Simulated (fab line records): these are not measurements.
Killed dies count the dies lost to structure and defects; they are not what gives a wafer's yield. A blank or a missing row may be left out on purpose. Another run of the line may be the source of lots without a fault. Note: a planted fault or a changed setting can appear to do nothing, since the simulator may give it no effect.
A lot that was struck, set against a sound lot || flow rit_cmos || 18 steps out of a route of 202
Sound: wafers L830.1, L830.2, L830.4. Struck: wafers L844.1, L844.2, L844.5. At the end, the cause is stated.
Order at every step that has rows: each side's tool, ch and its chambers, its first start. Under that, the readings that differ: sound wafers || struck wafers || difference of the means || sigmas: that difference in standard deviations of wafers without a fault.
alike: a reading whose means differ by less than 2 such deviations, as well as words and numbers matching on both sides. not compared: withheld readings; readings where some wafer has no value; bounds like >300 that might hide an equal value; numbers whose values overlap and for which the record gives no deviation.
Wherever a step has rows on one side only, a row that says differs or no value, or a row with sigmas, the two part there. Non-overlapping numbers with no deviation appear without sigmas and do not part them. A reading missing from all wafers of one side parts the sides only when that side holds two or more wafers.

first, 4 steps without rows for these wafers: RIT_NSD_SOFTBAKE_02 (time 60 s); RIT_NSD_EXPOSE_03 (exposes mask M9, target cd 40700 nm); RIT_NSD_PEB_04; RIT_NSD_DEVELOP_05 (develop time 50 s).
RIT_NSD_OVL_MEAS_06:
  sound: overlay-02 at day 3 03:58; struck: overlay-01 at day 6 01:14
  alike: NSD_OVL
then, 2 steps without rows for these wafers: RIT_NSD_HARDBAKE_07 (time 60 s); RIT_NSD_IMPLANT_08.
RIT_NSD_STRIP_09: strips in O2, time 180 s.
  sound on plasma_asher-04 ch 0,1, day 3 04:18; struck on plasma_asher-01 ch 0,1, day 6 01:34
  alike: drypump_motor_current_A
  not compared: rf_hours_counter_h
RIT_NSD_TW_MEAS_10:
  sound: film_metro-01 at day 3 04:28; struck: film_metro-02 at day 6 01:44
{"reading": "NSD_TW", "sound": "3217 3212 3211", "struck": "3071 3069 3069", "difference": -144, "sigmas": -3}
then, 3 steps without rows for these wafers: RIT_PSD_HMDS_00 (prime time 60 s); RIT_PSD_COAT_01 (resist thk 1000 nm); RIT_PSD_SOFTBAKE_02 (time 60 s).
RIT_PSD_EXPOSE_03: exposes mask M10, target cd 40900 nm.
  sound on iline_stepper-02 ch 0, day 3 04:59; struck on iline_stepper-01 ch 0, day 6 02:15
  alike: mask
then, 2 steps without rows for these wafers: RIT_PSD_PEB_04; RIT_PSD_DEVELOP_05 (develop time 50 s).
RIT_PSD_OVL_MEAS_06:
  sound: overlay-02 at day 3 05:23; struck: overlay-02 at day 6 02:39
{"reading": "PSD_OVL (nm)", "sound": "2.2 0.5 0.3", "struck": "-4.2 -3.6 -2.9", "difference": -4.6, "sigmas": -4}
then, 1 step without rows for these wafers: RIT_PSD_HARDBAKE_07 (time 60 s).
RIT_M1_PROBE_99:
  sound: prober-01 at day 3 14:21; struck: prober-02 at day 6 11:21
{"reading": "killed_at_front_end", "sound": "12 11 11", "struck": "5 6 4", "difference": -6, "sigmas": -2}
  alike: killed_at_M0_to_M3, killed_at_contacts, killed_dies, killed_open, killed_short

== WHERE THEY PART ==
At RIT_NSD_TW_MEAS_10 first; at RIT_M1_PROBE_99 last (within this record only).

WHY: whatever the simulator had introduced
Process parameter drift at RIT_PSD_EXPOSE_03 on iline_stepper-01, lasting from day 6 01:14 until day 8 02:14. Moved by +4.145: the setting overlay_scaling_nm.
